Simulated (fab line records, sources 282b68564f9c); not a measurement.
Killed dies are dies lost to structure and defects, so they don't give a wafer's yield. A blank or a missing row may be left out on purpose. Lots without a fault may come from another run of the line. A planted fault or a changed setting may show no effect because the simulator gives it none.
Which tool did it? | flow rit_cmos | 15 lots, 45 wafers sampled, at 1 step of a route of 202

WHAT THE GAUGES READ, wafer by wafer
The record holds no reading of a measuring or inspecting step that can be judged against a usual standard deviation.

WHICH TOOL RAN EACH LOT (tool, then ch and the chambers of the sampled wafers, then the start)
lot  | RIT_CONTACT_STRIP_12
L363 | plasma_asher-04 ch 0,1, day 3 16:29
L364 | plasma_asher-04 ch 0,1, day 3 19:47
L365 | plasma_asher-03 ch 0,1, day 4 01:55
L366 | plasma_asher-03 ch 0,1, day 4 06:26
L367 | plasma_asher-04 ch 0,1, day 4 11:22
L368 | plasma_asher-03 ch 0,1, day 4 17:44
L370 | plasma_asher-03 ch 0,1, day 5 04:30
L371 | plasma_asher-03 ch 0,1, day 5 08:01
L379 | plasma_asher-02 ch 0,1, day 6 19:55
L380 | plasma_asher-04 ch 0,1, day 7 04:07
L381 | plasma_asher-04 ch 0,1, day 7 06:15
L382 | plasma_asher-04 ch 0, day 7 09:52
L383 | plasma_asher-04 ch 0,1, day 7 17:08
L384 | plasma_asher-03 ch 0,1, day 7 21:10
L385 | plasma_asher-03 ch 0,1, day 8 04:22
- RIT_CONTACT_STRIP_12: strips in O2, time 180 s.

WHAT THE TOOLS THEMSELVES READ (means of the sampled wafers that have a number; where no wafer has one, the mark that the record gives instead)
RIT_CONTACT_STRIP_12.
lot  | tool            | drypump_motor_current_A (A) | run_length_s (s)
L363 | plasma_asher-04 | 4.9                         | 208.5
L364 | plasma_asher-04 | 4.9                         | 208.5
L365 | plasma_asher-03 | 5.6                         | 208.3
L366 | plasma_asher-03 | 5.7                         | 208.0
L367 | plasma_asher-04 | 4.9                         | 208.7
L368 | plasma_asher-03 | 5.6                         | 253.7
L370 | plasma_asher-03 | 5.5                         | 253.7
L371 | plasma_asher-03 | 5.7                         | 253.7
L379 | plasma_asher-02 | 6.0                         | 208.4
L380 | plasma_asher-04 | 4.9                         | 208.5
L381 | plasma_asher-04 | 5.0                         | 208.6
L382 | plasma_asher-04 | 4.8                         | 208.4
L383 | plasma_asher-04 | 5.1                         | 208.6
L384 | plasma_asher-03 | 5.6                         | 208.4
L385 | plasma_asher-03 | 5.5                         | 208.1

THE ANSWER, worked out from the rows above alone
Rule: what is usual is taken from the lots themselves. Put in order of their means at a reading, lots are off if they are a third of the lots or fewer, leave a main group of 4 or more, and stand apart from it by a gap of 3 or more times the standard deviation of the main group's means; of several such gaps the widest counts. A main group whose means are all the same, to the digits that the tables above print for the reading, isn't used. A lot without any number at a reading at which 4 lots or more have one is off too. The other lots that the step has rows for count as sound. The gauges are gone through in route order, then the tools' own readings, and for those a lot's mean is taken as printed above. The first step at which some lot is off is used, and at that step the reading that is off furthest; a lot without a number counts as furthest.
Off: L368, L370, L371, at RIT_CONTACT_STRIP_12 (run_length_s). The main group: mean 208.4 s, standard deviation 0.2.
A tool fits if, at that step or a process step before it, it ran every lot that is off, and no sound lot after the first of them. None of those tried fits.

WHAT THE SIMULATOR HAD PUT IN
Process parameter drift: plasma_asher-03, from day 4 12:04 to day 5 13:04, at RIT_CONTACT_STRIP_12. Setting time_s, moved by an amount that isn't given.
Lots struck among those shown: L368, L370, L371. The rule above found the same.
